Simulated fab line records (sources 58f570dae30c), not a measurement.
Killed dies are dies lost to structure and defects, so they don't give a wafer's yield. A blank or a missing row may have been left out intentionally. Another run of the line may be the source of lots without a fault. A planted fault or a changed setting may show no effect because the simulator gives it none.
Struck lot and sound lot, side by side | flow berkeley-cmos170 | 14 out of 331 route steps
Sound: the wafers L230.2, L230.5, L230.6. Wafers struck: L240.1, L240.3, L240.5. At the end, the cause is stated.
Each step with rows lists, per side, the tool, then ch with its chambers, then its first start. Under that, the readings that differ: sound wafers | struck wafers | difference of the means | sigmas: that difference in standard deviations of wafers without a fault.
alike: words and numbers the same on both sides, and readings whose means are apart by under 2 such deviations; not compared: readings that were withheld, readings missing a value for some wafer, numbers with overlapping values and no deviation given by the record, and bounds like >300 which may hide the same value.
The two part at a step that has a row with sigmas, a row that says differs or no value, or rows on one side only. Numbers that have no deviation but don't overlap get no sigmas and don't part them. A reading missing from all wafers of one side parts the sides only when that side holds two or more wafers.

UCB170_START_BOW_MEAS_00:
  sound: film-metro-01 at day 1 10:01; struck: film-metro-02 at day 3 12:00
  alike: INCOMING_BOW
then, 2 steps without rows for these wafers: UCB170_START_CLEAN_01 (cleans in dHF, time 60 s); UCB170_START_OXIDATION_02 (target thk 20 nm, ox time 1800 s).
UCB170_START_THK_MEAS_03:
  sound: film-metro-01 at day 1 16:56; struck: film-metro-03 at day 3 16:57
  alike: START_OXIDE_THK
then, 7 steps without rows for these wafers: UCB170_START_ANNEAL_04 (time 1200 s); UCB170_ZERO_HMDS_00 (prime time 60 s); UCB170_ZERO_COAT_01 (resist thk 900 nm); UCB170_ZERO_SOFTBAKE_02 (time 60 s); UCB170_ZERO_EXPOSE_03 (exposes mask PM MARKS, target cd 4000 nm); UCB170_ZERO_PEB_04; UCB170_ZERO_DEVELOP_05 (develop time 45 s).
UCB170_ZERO_ETCH_06: etches SiO2 in CHF3/CF4/Ar, time 12 s.
  sound on rie-diel-01 ch 0,2,3, day 2 01:49; struck on rie-diel-03 ch 0,1,3, day 4 02:20
  alike: drypump-motor-current-A, oes-product-au, throttle-valve-pct
  not compared: rf-hours-counter-h
UCB170_ZERO_STRIP_07: strips in O2.
  sound on plasma-asher-01 ch 0,1, day 2 01:51; struck on plasma-asher-04 ch 0,1, day 4 02:21
  no value came back on the struck wafers for any of 5 readings (chamber-pressure-mTorr (mTorr), drypump-motor-current-A (A) and others); on the sound wafers chamber-pressure-mTorr (mTorr) reads 3499 3504 3498
  reading                               | sound | struck            | difference | sigmas
  model.KrF_of_ZERO_COAT_01.thk-nm (nm) | 0 0 0 | 886.5 888.6 886.1 | +887.1     |
  not compared: rf-hours-counter-h
-- the record jumps here: 7 days lie between the struck wafers' starts before and after (it left off in module ZERO and takes up again in module M3, whose first step shown is number 331 of the route) --
UCB170_M3_PROBE_99:
  rows exist in the record for the struck wafers here (prober-02, day 11 08:04), but not for the sound ones

## WHERE THEY PART
First at UCB170_ZERO_STRIP_07; last, within this record, at UCB170_M3_PROBE_99.

WHY: what the simulator had put in
Whole step skipped at UCB170_ZERO_STRIP_07 on plasma-asher-04, starting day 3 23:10. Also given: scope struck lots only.
